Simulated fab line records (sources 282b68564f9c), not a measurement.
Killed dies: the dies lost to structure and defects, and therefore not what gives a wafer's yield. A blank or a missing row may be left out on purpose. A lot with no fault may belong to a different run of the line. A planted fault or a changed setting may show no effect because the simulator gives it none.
A single fault, viewed from 2 desks | flow rit-cmos | what lay behind the numbers comes last; until then each desk has only its own

FROM THE METROLOGY DESK
Means of the sampled wafers that have a number, per lot and without regard to the tool the lot ran on: this is what the gauges read. If a lot's mean is further than 4 standard deviations from the usual mean, the lot is out of limits and carries the mark OUT (the distance appears in the brackets).
Columns: A = cd-nm at RIT_ACTIVE_CD_MEAS_11, usual 1400.4 nm; B = NWELL_TW at RIT_NWELL_TW_MEAS_10, usual 2126; C = PRETRO_OVL at RIT_PRETRO_OVL_MEAS_06, usual -0.3 nm
lot  | first seen here | A      | B    | C
L905 | day 1 14:36     | 1398.3 | 2146 | -0.9
L907 | day 2 00:48     | 1399.2 | 2121 | -0.6
L908 | day 2 06:11     | 1402.0 | 2149 | 1.2
L909 | day 2 10:37     | 1396.7 | 2130 | 0.1
L915 | day 3 22:38     | 1399.5 | 2146 | -1.2
L917 | day 4 02:36     | 1402.5 | 2108 | -1.5
L918 | day 4 09:05     | 1400.0 | 2135 | -0.2
L920 | day 4 17:28     | 1400.7 | 2100 | 0.7
L921 | day 4 22:35     | 1401.6 | 2119 | -0.3
L922 | day 5 06:40     | 1400.5 | 2121 | 0.2
L923 | day 5 09:45     | 1399.8 | 2134 | 1.7
L924 | day 5 13:36     | 1404.7 | 2152 | 0.4
L926 | day 5 23:38     | 1397.2 | 2105 | -1.4
L928 | day 6 09:26     | 1401.2 | 2137 | -0.1
Finding of this desk: none of the 14 lots has anything out of limits.

THE TOOL OWNER'S DESK: wet-bench-02
The tool's own readings at RIT_SPACER_CLEAN_02 (cleans in SC2, time 600 s): means of the sampled wafers that have a number, for each lot that ran on this tool. If a lot's mean is further than 4 standard deviations from the usual mean, the lot is out of limits and carries the mark OUT (the distance appears in the brackets).
Columns: A = temp-c at RIT_SPACER_CLEAN_02, usual 75.00 C
lot  | first seen here | A
L905 | day 3 00:29     | 75.08
L907 | day 3 06:58     | 75.14
L915 | day 5 05:38     | 74.89
L917 | day 5 14:50     | 75.00
L918 | day 5 17:55     | 75.03
Finding of this desk: none of the 5 lots has anything out of limits.

PUT TOGETHER
The metrology desk saw nothing out of limits.
The tool owner's desk saw nothing out of limits.

WHAT HAD BEEN PUT IN BY THE SIMULATOR
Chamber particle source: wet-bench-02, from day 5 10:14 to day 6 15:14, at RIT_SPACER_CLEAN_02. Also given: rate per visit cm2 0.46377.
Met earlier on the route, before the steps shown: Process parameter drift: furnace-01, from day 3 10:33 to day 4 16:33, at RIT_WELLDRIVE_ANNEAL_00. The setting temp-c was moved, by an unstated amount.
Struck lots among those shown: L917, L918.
